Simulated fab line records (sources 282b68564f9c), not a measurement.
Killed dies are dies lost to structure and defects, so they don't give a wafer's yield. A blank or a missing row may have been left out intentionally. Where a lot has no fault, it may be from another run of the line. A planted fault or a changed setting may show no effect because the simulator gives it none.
Which tool was responsible? | flow rit cmos | 15 lots, 45 wafers sampled, at 5 steps of a route of 202

WHAT EACH GAUGE READ, for each wafer
RIT_ACTIVE_THK_MEAS_02. Usual: for ACTIVE_OXIDE_THK the level is 45.4 nm and the standard deviation is 0.76.
lot  | measured    | on            | ACTIVE_OXIDE_THK (nm) | flag
L440 | day 1 12:04 | film metro-03 | 46.4 46.3 46.2        |
L441 | day 1 17:03 | film metro-03 | 44.8 45.8 45.0        |
L442 | day 1 22:04 | film metro-03 | 44.8 44.7 45.7        |
L443 | day 2 03:03 | film metro-03 | 45.6 45.9 45.8        |
L444 | day 2 08:03 | film metro-01 | 45.3 45.5 45.8        |
L445 | day 2 13:03 | film metro-02 | 45.4 46.0 44.9        |
L449 | day 3 09:04 | film metro-03 | 45.9 47.2 47.3        |
L454 | day 4 10:03 | film metro-02 | 45.1 44.9 44.6        |
L456 | day 4 20:04 | film metro-03 | 45.4 45.7 45.4        |
L457 | day 5 01:03 | film metro-03 | 45.5 45.3 45.1        |
L458 | day 5 08:01 | film metro-02 | 46.3 45.6 45.4        |
L459 | day 5 12:22 | film metro-01 | 44.3 44.7 44.2        |
L460 | day 5 16:04 | film metro-02 | 44.6 43.9 43.9        |
L461 | day 5 21:04 | film metro-02 | 44.8 44.7 44.6        |
L463 | day 6 07:03 | film metro-01 | 44.5 45.3 45.1        |

RIT_PWELL_TW_MEAS_10. Usual: for PWELL_TW the level is 947 and the standard deviation is 5.5.
lot  | measured    | on            | PWELL_TW    | flag
L440 | day 1 23:14 | film metro-03 | 944 939 940 |
L441 | day 2 03:29 | film metro-04 | 947 943 947 |
L442 | day 2 09:48 | film metro-01 | 944 949 946 |
L443 | day 2 13:58 | film metro-04 | 948 952 941 |
L444 | day 2 18:45 | film metro-03 | 933 941 938 |
L445 | day 3 03:30 | film metro-03 | 949 948 951 |
L449 | day 3 19:35 | film metro-04 | 953 952 956 |
L454 | day 4 20:38 | film metro-04 | 956 952 959 |
L456 | day 5 07:01 | film metro-01 | 955 949 952 |
L457 | day 5 14:29 | film metro-04 | 953 957 953 |
L458 | day 5 18:51 | film metro-01 | 952 959 959 |
L459 | day 5 22:49 | film metro-03 | 939 944 950 |
L460 | day 6 04:36 | film metro-04 | 945 943 950 |
L461 | day 6 08:03 | film metro-03 | 947 947 943 |
L463 | day 6 20:25 | film metro-04 | 951 947 949 |

RIT_NRETRO_OVL_MEAS_06. Usual: for NRETRO_OVL the level is -0.6 nm and the standard deviation is 1.6.
lot  | measured    | on         | NRETRO_OVL (nm) | flag
L440 | day 2 05:38 | overlay-01 | 0.7 -1.5 0.7    |
L441 | day 2 10:10 | overlay-01 | -2.8 -3.7 -1.0  |
L442 | day 2 16:11 | overlay-01 | 0.3 0.6 0.2     |
L443 | day 2 20:47 | overlay-02 | -0.5 0.7 -0.7   |
L444 | day 3 01:37 | overlay-01 | 0.1 -0.6 -0.6   |
L445 | day 3 10:23 | overlay-02 | 1.6 0.2 1.0     |
L449 | day 4 01:51 | overlay-02 | -1.8 -1.4 0.1   |
L454 | day 5 03:29 | overlay-01 | -0.2 -1.6 0.1   |
L456 | day 5 13:46 | overlay-01 | -4.2 -0.7 -2.4  |
L457 | day 5 20:56 | overlay-02 | 0.6 1.6 1.2     |
L458 | day 6 01:07 | overlay-01 | -2.2 -2.5 -3.0  |
L459 | day 6 05:04 | overlay-01 | 0.6 -0.5 -1.0   |
L460 | day 6 11:04 | overlay-02 | -2.3 -1.0 -1.0  |
L461 | day 6 15:04 | overlay-01 | 0.3 -2.8 -1.9   |
L463 | day 7 03:02 | overlay-01 | 1.4 1.2 1.9     |

RIT_GATE_THK_MEAS_07. Usual: for GATE_OXIDE_THK the level is 2.99 nm and the standard deviation is 0.064.
lot  | measured    | on            | GATE_OXIDE_THK (nm) | flag
L440 | day 2 09:41 | film metro-04 | 2.91 2.91 3.02      |
L441 | day 2 14:26 | film metro-04 | 2.99 2.96 2.99      |
L442 | day 2 22:37 | film metro-04 | 2.88 2.90 2.94      |
L443 | day 3 00:48 | film metro-04 | 3.88 3.84 3.95      | OFF
L444 | day 3 06:08 | film metro-02 | 3.88 3.76 3.80      | OFF
L445 | day 3 15:23 | film metro-02 | 3.80 3.70 3.78      | OFF
L449 | day 4 06:20 | film metro-02 | 3.03 3.08 3.05      |
L454 | day 5 10:38 | film metro-04 | 3.05 3.00 2.94      |
L456 | day 5 17:56 | film metro-01 | 3.06 3.00 3.04      |
L457 | day 6 02:18 | film metro-02 | 2.88 3.03 2.95      |
L458 | day 6 05:08 | film metro-01 | 3.00 3.07 3.16      |
L459 | day 6 09:34 | film metro-02 | 2.95 2.98 2.96      |
L460 | day 6 17:16 | film metro-01 | 3.01 2.96 2.94      |
L461 | day 6 19:14 | film metro-02 | 2.87 2.92 2.94      |
L463 | day 7 07:29 | film metro-02 | 3.03 3.01 2.94      |

EACH LOT AND THE TOOL THAT RAN IT (in order: tool; ch and the chambers of the sampled wafers; start)
lot  | RIT_GATE_OXIDATION_05
L440 | furnace-04 ch 0, day 2 08:22
L441 | furnace-01 ch 0, day 2 13:05
L442 | furnace-01 ch 0, day 2 20:22
L443 | furnace-01 ch 0, day 2 23:29
L444 | furnace-01 ch 0, day 3 04:49
L445 | furnace-01 ch 0, day 3 14:03
L449 | furnace-02 ch 0, day 4 04:59
L454 | furnace-02 ch 0, day 5 07:59
L456 | furnace-04 ch 0, day 5 16:35
L457 | furnace-02 ch 0, day 5 23:47
L458 | furnace-04 ch 0, day 6 03:48
L459 | furnace-04 ch 0, day 6 07:47
L460 | furnace-01 ch 0, day 6 15:56
L461 | furnace-01 ch 0, day 6 17:53
L463 | furnace-02 ch 0, day 7 06:10
- RIT_GATE_OXIDATION_05: target thk 3 nm, ox time 270 s.

WHAT THE TOOLS THEMSELVES READ (means of the sampled wafers that have a number; where no wafer has one, the mark that the record gives instead)
RIT_GATE_OXIDATION_05. Usual: spike tc centre C 902.6 C, standard deviation 1; spike tc load C 927.4 C, standard deviation 2.4; spike tc source C 923 C, standard deviation 3.3; tube center temp C 900 C, standard deviation 0.08; tube_center_temp_C_max 902.3, standard deviation 0.36.
lot  | tool       | spike tc centre C (C) | spike tc load C (C) | spike tc source C (C) | tube center temp C (C) | tube_center_temp_C_max | flag
L440 | furnace-04 | 902.7                 | 924.6               | 919                   | 900                    | 902.4                  |
L441 | furnace-01 | 902.2                 | 929.0               | 926                   | 900                    | 902.3                  |
L442 | furnace-01 | 902.6                 | 929.4               | 927                   | 900                    | 902.3                  |
L443 | furnace-01 | 922.1                 | 950.4               | 946                   | 920                    | 922.4                  | OFF
L444 | furnace-01 | 922.2                 | 949.9               | 948                   | 920                    | 922.2                  | OFF
L445 | furnace-01 | 922.9                 | 950.6               | 947                   | 920                    | 922.7                  | OFF
L449 | furnace-02 | 903.0                 | 926.8               | 922                   | 900                    | 902.2                  |
L454 | furnace-02 | 902.9                 | 926.6               | 923                   | 900                    | 902.6                  |
L456 | furnace-04 | 901.2                 | 924.1               | 919                   | 900                    | 902.6                  |
L457 | furnace-02 | 902.6                 | 925.7               | 922                   | 900                    | 902.3                  |
L458 | furnace-04 | 902.8                 | 924.3               | 919                   | 900                    | 902.4                  |
L459 | furnace-04 | 902.3                 | 923.9               | 919                   | 900                    | 902.1                  |
L460 | furnace-01 | 902.0                 | 930.0               | 926                   | 900                    | 902.7                  |
L461 | furnace-01 | 902.6                 | 929.3               | 926                   | 900                    | 902.4                  |
L463 | furnace-02 | 903.2                 | 927.1               | 922                   | 900                    | 902.4                  |

THE ANSWER, worked out from the rows above alone
Rule: lot off if the mean of its wafers having a number is beyond 3 standard deviations from the usual mean. Also off: a lot with no number at a reading for which 4 or more lots have one. All remaining lots with rows at the step are treated as sound. The gauges are gone through in route order, then the tools' own readings, and for those a lot's mean is taken as printed above. At the first step where some lot is off, the reading lying furthest off is the one used; lots without a number count as furthest.
Off: L443, L444, L445, at RIT_GATE_THK_MEAS_07 (GATE_OXIDE_THK).
A tool fits if, at a process step before that reading, it ran every lot that is off, and no sound lot after the first of them. The gauges at RIT_GATE_THK_MEAS_07 aren't tried: what is off there is off at RIT_GATE_OXIDATION_05 too, on other tools, and a gauge's error can't cause that. Of those tried, none fits.

WHAT THE SIMULATOR HAD PUT IN
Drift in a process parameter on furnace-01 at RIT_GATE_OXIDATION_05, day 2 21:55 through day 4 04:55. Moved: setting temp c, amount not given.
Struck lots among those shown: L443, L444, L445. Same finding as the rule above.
